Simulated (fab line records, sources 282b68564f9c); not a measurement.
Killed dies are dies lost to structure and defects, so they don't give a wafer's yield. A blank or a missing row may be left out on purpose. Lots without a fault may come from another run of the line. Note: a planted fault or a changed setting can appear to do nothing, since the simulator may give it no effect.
fab line records    flow rit_cmos
record: lots: 6  wafers: 18  last_day: 7
route steps=202 shown GATE@78 FOX2@80
lots untouched by any fault: they come from a run of this same line in which no faults occurred
start_h: hours from the record's opening day to when the first of the lot's shown wafers began    wait_h: hours elapsed since this lot's preceding step    " the same as in the row above    L1.1+2: several wafers, shown together as one row    - no value, or no start was given    * or withheld: withheld    < > ~ a bound
route shown NAME@n: names a module that has steps shown in the file, with the first one's number in the route    usual: the fault-free wafers' mean and standard deviation    same: alike in all rows    chamber/n: place in a boat    sites: readings site by site    _std_site: their standard deviation    _edge_site: inner sites' mean taken away from outer sites' mean    radius_mm: how far each site lies from the wafer's centre    mask NAME#n: copy n    behind: the last tool/chamber to shape the wafer    hold: reason for holding the lot/hours on hold/outcome of the hold    device: names the non-switching transistor (n, p or np)    end of line: the tests these same wafers got at the end of their route    for a step that has no rows: nothing shown but its recipe    killed: dies that structure and defects cost at the first sort, which is not the same as the wafer's yield    map: a wafer's dies, marking killed ones x, the rest . and places with no die _
set.NAME: the setting the step ran with; set.NAME@STEP: the setting that earlier step ran with    model.NAME: the simulator's own value behind a step, which no gauge read
certain route steps with their lots: each step a table, each wafer a row
== steps ==
step: RIT_GATE_CLEAN_03
recipe: chemistry: SC2  mix: 3:3:50  time_s: 600  temp_c: 75  dry: n2_spin
step: RIT_GATE_CLEAN_04
recipe: chemistry: dHF  dilution: 50:1  time_s: 60  dry: n2_spin
step: RIT_FOX2_THK_MEAS_91
recipe: reads: SiO2_of_FOX2_OXIDATION_00
usual: FIELD_OXIDE_LEFT_2_THK: 251/6.5
lot.wafer  tool           chamber  start_h  wait_h  FIELD_OXIDE_LEFT_2_THK[nm]
L776.1     film_metro-04  -        40.90    0.0     260
L776.3     "              -        "        "       260
L776.5     "              -        "        "       263
L779.3     film_metro-04  -        48.37    0.0     247
L779.4     "              -        "        "       249
L779.6     "              -        "        "       249
L780.1     film_metro-01  -        53.50    0.0     255
L780.2     "              -        "        "       252
L780.6     "              -        "        "       255
L789.1     film_metro-04  -        96.52    0.0     250
L789.4     "              -        "        "       246
L789.5     "              -        "        "       242
L795.4     film_metro-01  -        127.04   0.0     269
L795.5     "              -        "        "       264
L795.6     "              -        "        "       269
L796.2     film_metro-01  -        131.96   0.0     249
L796.5     "              -        "        "       259
L796.6     "              -        "        "       250
step: RIT_GATE_OXIDATION_05
recipe: temp_c: 900  ambient: O2  target_thk_a: 30  ox_time_s: 270
step: RIT_GATE_ANNEAL_06
recipe: temp_c: 900  time_s: 600  ambient: N2O
step: RIT_GATE_THK_MEAS_07
recipe: reads: SiO2_of_GATE_OXIDATION_05
usual: GATE_OXIDE_THK: 3.01/0.067
lot.wafer  tool           chamber  start_h  wait_h  GATE_OXIDE_THK[nm]
L776.1     film_metro-03  -        43.20    0.0     3.14
L776.3     "              -        "        "       2.98
L776.5     "              -        "        "       3.01
L779.3     film_metro-04  -        51.03    0.0     3.09
L779.4     "              -        "        "       3.09
L779.6     "              -        "        "       3.07
L780.1     film_metro-03  -        54.89    0.0     3.01
L780.2     "              -        "        "       3.00
L780.6     "              -        "        "       3.02
L789.1     film_metro-03  -        98.30    0.0     2.86
L789.4     "              -        "        "       2.91
L789.5     "              -        "        "       2.81
L795.4     film_metro-04  -        128.43   0.0     3.04
L795.5     "              -        "        "       3.05
L795.6     "              -        "        "       3.02
L796.2     film_metro-03  -        133.59   0.0     3.01
L796.5     "              -        "        "       3.12
L796.6     "              -        "        "       3.08
step: RIT_GATE_CVD_08
recipe: material: poly-Si  target_thk_nm: 250  temp_c: 610  precursor: SiH4  time_s: 2220  pressure_mtorr: 300  sih4_flow_sccm: 100
step: RIT_GATE_THK_MEAS_09
recipe: reads: poly-Si_of_GATE_CVD_08
usual: GATE_POLY_THK: 249.7/2.1
lot.wafer  tool           chamber  start_h  wait_h  GATE_POLY_THK[nm]
L776.1     film_metro-03  -        44.88    0.0     248.6
L776.3     "              -        "        "       251.1
L776.5     "              -        "        "       248.5
L779.3     film_metro-04  -        52.70    0.0     249.3
L779.4     "              -        "        "       246.6
L779.6     "              -        "        "       249.4
L780.1     film_metro-03  -        56.68    0.0     249.8
L780.2     "              -        "        "       250.5
L780.6     "              -        "        "       248.9
L789.1     film_metro-01  -        99.98    0.0     250.2
L789.4     "              -        "        "       251.5
L789.5     "              -        "        "       249.2
L795.4     film_metro-03  -        130.18   0.0     249.7
L795.5     "              -        "        "       247.4
L795.6     "              -        "        "       247.1
L796.2     film_metro-04  -        135.26   0.0     248.8
L796.5     "              -        "        "       249.2
L796.6     "              -        "        "       248.0
step: RIT_GATE_HMDS_10
recipe: prime_time_s: 60  prime_temp_c: 140
step: RIT_GATE_COAT_11
recipe: resist: NOVOLAK  spin_rpm: 4250  resist_thk_nm: 850
step: RIT_GATE_SOFTBAKE_12
recipe: resist: NOVOLAK  temp_c: 90  time_s: 60
step: RIT_GATE_EXPOSE_13
recipe: mask_id: M6  na: 0.6  source_shape: conventional  sigma_outer: 0.6  target_cd_nm: 150  dose_mj: 380
step: RIT_GATE_PEB_14
recipe: resist: NOVOLAK  temp_c: withheld  time_s: withheld
usual: chill_plate_temp_C: *  exhaust_pa: 45.1/0.93
lot.wafer  tool            chamber  start_h  wait_h  chill_plate_temp_C  exhaust_pa
L776.1     litho_track-03  0        45.63    0.1     *                   45.3
L776.3     "               0        "        "       *                   46.4
L776.5     "               0        "        "       *                   45.5
L779.3     litho_track-01  -        53.36    0.1     -                   -
L779.4     "               -        "        "       -                   -
L779.6     "               -        "        "       -                   -
L780.1     litho_track-04  -        57.40    0.1     -                   -
L780.2     "               -        "        "       -                   -
L780.6     "               -        "        "       -                   -
L789.1     litho_track-03  0        100.92   0.3     *                   44.5
L789.4     "               0        "        "       *                   45.8
L789.5     "               0        "        "       *                   44.7
L795.4     litho_track-01  0        131.09   0.4     *                   44.5
L795.5     "               0        "        "       *                   43.6
L795.6     "               0        "        "       *                   44.2
L796.2     litho_track-04  0        135.90   0.1     *                   44.9
L796.5     "               0        "        "       *                   44.8
L796.6     "               0        "        "       *                   45.2
step: RIT_GATE_DEVELOP_15
recipe: resist: NOVOLAK  develop_time_s: 50  dev_temp_c: 23
== key ==
first_sign: step: RIT_GATE_PEB_14  reading: tool_record  direction: missing
effect none on later readings
met_at RIT_GATE_PEB_14
struck_wafers L779.3,L779.4,L779.6,L780.1,L780.2,L780.6
sort_left_out L779.3,L779.4,L779.6,L780.1,L780.2,L780.6
tester_left_out L779,L780
fault: kind: skipped_step_whole  tool: litho_track-01,litho_track-04  chamber: -  onset_h: 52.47  steps: RIT_GATE_PEB_14  scope: struck_lots_only
tester_left_out: of these lots the tester's yield and bins aren't shown, on N5 and GAA mostly nor the transistor test; their killed dies are dies lost to structure and defects alone, not to doping, threshold or leakage, so they don't give the yield
sort_left_out: the simulated sort isn't trusted on such a fault, so these wafers' sort isn't shown, and their yield isn't known
